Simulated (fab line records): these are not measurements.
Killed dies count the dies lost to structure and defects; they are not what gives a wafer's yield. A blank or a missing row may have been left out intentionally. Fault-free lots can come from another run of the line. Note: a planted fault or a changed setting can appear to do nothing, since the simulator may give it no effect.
Chamber matching	flow ritCmos	RIT_GATE_ETCH_19 on rieSi-01: 4 sister chambers
The step etches poly-Si in SF6/CHF3/O2, stops on SiO2, time 172.7 s, target depth 312.5 nm. 16 wafers are shown with their chamber, then 8 later ones without.

== WAFERS, EACH WITH ITS CHAMBER ==
wafer	chamber	drypumpMotorCurrentA (A)	throttleValvePct (%)	oesProductAu (a.u.)
L881.1	3	5.6	10.20	0.844
L881.2	0	5.1	10.21	0.851
L881.6	2	5.0	10.22	0.855
L883.2	0	5.1	10.23	0.851
L883.4	3	5.6	10.20	0.858
L883.6	3	5.6	10.22	0.857
L885.1	2	5.0	10.22	0.850
L885.3	1	6.8	10.21	0.851
L885.6	3	5.6	10.19	0.854
L895.1	2	5.0	10.23	0.840
L895.2	1	6.8	10.20	0.848
L895.6	2	5.0	10.23	0.840
L897.2	0	5.1	10.21	0.843
L897.3	2	5.0	10.22	0.841
L897.4	1	6.9	10.20	0.843
L899.2	2	5.0	10.23	0.846

SIGNATURES (averages over the wafers above)
reading	chamber 0	chamber 1	chamber 2	chamber 3	scatter within a chamber
drypumpMotorCurrentA	5.100	6.833	5.000	5.600	0.0236
throttleValvePct	10.2167	10.2033	10.2250	10.2025	0.00894
oesProductAu	0.84833	0.84733	0.84533	0.85325	0.0057
Rule: for a wafer and a chamber, the distance is found by dividing, reading by reading, the gap between the wafer's reading and the chamber's mean by the reading's scatter, squaring, summing and taking the root. If the next closest chamber is less than 2 further off than the closest, the wafer can't be placed; otherwise it belongs to the closest. The scatter: take each reading less its chamber's mean, square it, sum over the shown wafers, divide by the number of wafers less the number of chambers, and take the root.

== WAFERS WHOSE CHAMBER IS MISSING ==
wafer	drypumpMotorCurrentA (A)	throttleValvePct (%)	oesProductAu (a.u.)
L899.4	5.6	10.21	0.838
L899.6	6.8	10.19	0.852
L901.2	5.0	10.24	0.843
L901.4	5.6	10.20	0.844
L901.6	6.8	10.20	0.849
L903.1	5.1	10.17	0.860
L903.4	5.0	10.24	0.858
L903.5	6.8	10.19	0.864

== THE CHAMBER EACH PASSED THROUGH ==
wafer	from the rows above	in truth
L899.4	3	3
L899.6	1	1
L901.2	2	2
L901.4	3	3
L901.6	1	1
L903.1	0	0
L903.4	2	2
L903.5	1	1
Correct placement for 8 of the 8. Number that these rows cannot place: 0. Number placed wrongly: 0.
